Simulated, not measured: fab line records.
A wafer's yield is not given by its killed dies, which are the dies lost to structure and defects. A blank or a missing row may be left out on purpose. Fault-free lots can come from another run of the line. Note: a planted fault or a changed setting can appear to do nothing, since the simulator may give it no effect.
Split-lot trial / flow rit cmos / 23 wafers read across 5 lots, on a route 202 steps long

## ON THE SPLIT
At RIT_CONTACT_DEVELOP_07 (develop time 120 s), the setting develop time s was moved away from the recipe's 120 s on 8 of the 23 wafers read, by -11.6% to +10.5%. The other wafers ran this setting at the recipe's value.

## FROM THE SPLIT TO THE READING: what the file shows between them, 3 steps
- RIT_CONTACT_CD_MEAS_08: target cd 1000 nm
- RIT_CONTACT_ETCH_11: etches SiO2 in CHF3/CF4/Ar, stops on TiSi2, target depth 480 nm, time 320 s (also split here: rf w)
- RIT_CONTACT_STRIP_12: strips in O2, time 171.1 s

## THE READING
Shown in nm: cd nm at RIT_CONTACT_CD_MEAS_90, with target cd 1000 nm. Fault-free wafers of this fab line usually give 1000 nm, standard deviation 3.6 nm.

wafer=L079.1; tool, chamber at the split=litho track-04, 0; develop time s as run, s=120; against the recipe=recipe; cd nm, nm=1000; against lot-mates on the recipe=-
wafer=L079.3; tool, chamber at the split=litho track-04, 0; develop time s as run, s=120; against the recipe=recipe; cd nm, nm=999; against lot-mates on the recipe=-
wafer=L079.4; tool, chamber at the split=litho track-04, 0; develop time s as run, s=120; against the recipe=recipe; cd nm, nm=998; against lot-mates on the recipe=-
wafer=L079.5; tool, chamber at the split=litho track-04, 0; develop time s as run, s=106.1; against the recipe=-11.6%; cd nm, nm=990; against lot-mates on the recipe=-9
wafer=L079.6; tool, chamber at the split=litho track-04, 0; develop time s as run, s=106.1; against the recipe=-11.6%; cd nm, nm=986; against lot-mates on the recipe=-13
wafer=L081.1; tool, chamber at the split=litho track-02, 0; develop time s as run, s=120; against the recipe=recipe; cd nm, nm=1007; against lot-mates on the recipe=-
wafer=L081.2; tool, chamber at the split=litho track-02, 0; develop time s as run, s=120; against the recipe=recipe; cd nm, nm=1008; against lot-mates on the recipe=-
wafer=L081.3; tool, chamber at the split=litho track-02, 0; develop time s as run, s=120; against the recipe=recipe; cd nm, nm=1007; against lot-mates on the recipe=-
wafer=L081.4; tool, chamber at the split=litho track-02, 0; develop time s as run, s=120; against the recipe=recipe; cd nm, nm=1007; against lot-mates on the recipe=-
wafer=L081.5; tool, chamber at the split=litho track-02, 0; develop time s as run, s=120; against the recipe=recipe; cd nm, nm=1008; against lot-mates on the recipe=-
wafer=L082.1; tool, chamber at the split=litho track-02, 0; develop time s as run, s=120; against the recipe=recipe; cd nm, nm=999; against lot-mates on the recipe=-
wafer=L082.2; tool, chamber at the split=litho track-02, 0; develop time s as run, s=109.9; against the recipe=-8.4%; cd nm, nm=988; against lot-mates on the recipe=-11
wafer=L082.3; tool, chamber at the split=litho track-02, 0; develop time s as run, s=109.9; against the recipe=-8.4%; cd nm, nm=989; against lot-mates on the recipe=-10
wafer=L082.5; tool, chamber at the split=litho track-02, 0; develop time s as run, s=120; against the recipe=recipe; cd nm, nm=999; against lot-mates on the recipe=-
wafer=L082.6; tool, chamber at the split=litho track-02, 0; develop time s as run, s=109.9; against the recipe=-8.4%; cd nm, nm=992; against lot-mates on the recipe=-7
wafer=L084.3; tool, chamber at the split=litho track-04, 0; develop time s as run, s=120; against the recipe=recipe; cd nm, nm=998; against lot-mates on the recipe=-
wafer=L084.4; tool, chamber at the split=litho track-04, 0; develop time s as run, s=120; against the recipe=recipe; cd nm, nm=996; against lot-mates on the recipe=-
wafer=L084.6; tool, chamber at the split=litho track-04, 0; develop time s as run, s=120; against the recipe=recipe; cd nm, nm=998; against lot-mates on the recipe=-
wafer=L085.1; tool, chamber at the split=litho track-02, 0; develop time s as run, s=132.6; against the recipe=+10.5%; cd nm, nm=1004; against lot-mates on the recipe=+6
wafer=L085.2; tool, chamber at the split=litho track-02, 0; develop time s as run, s=120; against the recipe=recipe; cd nm, nm=998; against lot-mates on the recipe=-
wafer=L085.3; tool, chamber at the split=litho track-02, 0; develop time s as run, s=132.6; against the recipe=+10.5%; cd nm, nm=1006; against lot-mates on the recipe=+8
wafer=L085.4; tool, chamber at the split=litho track-02, 0; develop time s as run, s=132.6; against the recipe=+10.5%; cd nm, nm=1005; against lot-mates on the recipe=+6
wafer=L085.6; tool, chamber at the split=litho track-02, 0; develop time s as run, s=120; against the recipe=recipe; cd nm, nm=999; against lot-mates on the recipe=-

THE FIT
A straight line over all 23 wafers: cd nm changes by +0.854 nm for each +1% of develop time s; r = +0.76; the points scatter about the line by 4.4 nm.
The same after taking each lot's own level away (the mean of its wafers on the recipe; 23 wafers): +0.842 nm for each +1%; r = +0.96; scatter 1.5 nm.
Per that fit: largest develop time s move, reading shift of 9.8 nm.
Across the lots, their own levels run from 997.3 to 1007.4 nm, a range of 2.8 times the standard deviation given above.
So the lot-to-lot level blurs the effect unless lot-mates are compared.
Check: with one of the wafers moved furthest among these (-11.6%) left out of the fit, the line predicts -10.8 nm for it against its lot-mates. It came out at -9 nm against them.

## FURTHER SPLITS ON THESE WAFERS
Other splits were also applied to these wafers ahead of the reading. Each is held against what the fit with the lots' levels taken away leaves over:
other split on the same wafers=RIT_CONTACT_CVD_00 time s; wafers away from the commonest value=9; r with cd nm (lot level and that fit taken away)=+0.19
other split on the same wafers=RIT_CONTACT_ETCH_11 rf w; wafers away from the commonest value=9; r with cd nm (lot level and that fit taken away)=+0.38

## THE WHOLE CHAIN: every reading that the file lists as answering this split, in the file's order
step=RIT_CONTACT_CD_MEAS_08; what it does=target cd 1000 nm; reading=cd nm; change (the file's fit)=+0.856 nm for each +1% of the setting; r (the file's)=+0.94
step=RIT_CONTACT_ETCH_11; what it does=etches SiO2 in CHF3/CF4/Ar, stops on TiSi2, target depth 480 nm, time 320 s; reading=CONTACT.cd nm (the simulator's own value, which no gauge read); change (the file's fit)=+0.857 nm for each +1% of the setting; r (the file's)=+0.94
step=RIT_CONTACT_CD_MEAS_90; what it does=target cd 1000 nm; reading=cd nm; change (the file's fit)=+0.869 nm for each +1% of the setting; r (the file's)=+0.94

## THE FILE'S OWN FIT
cd nm changes by +0.869 nm for each +1% of develop time s, r = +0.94.
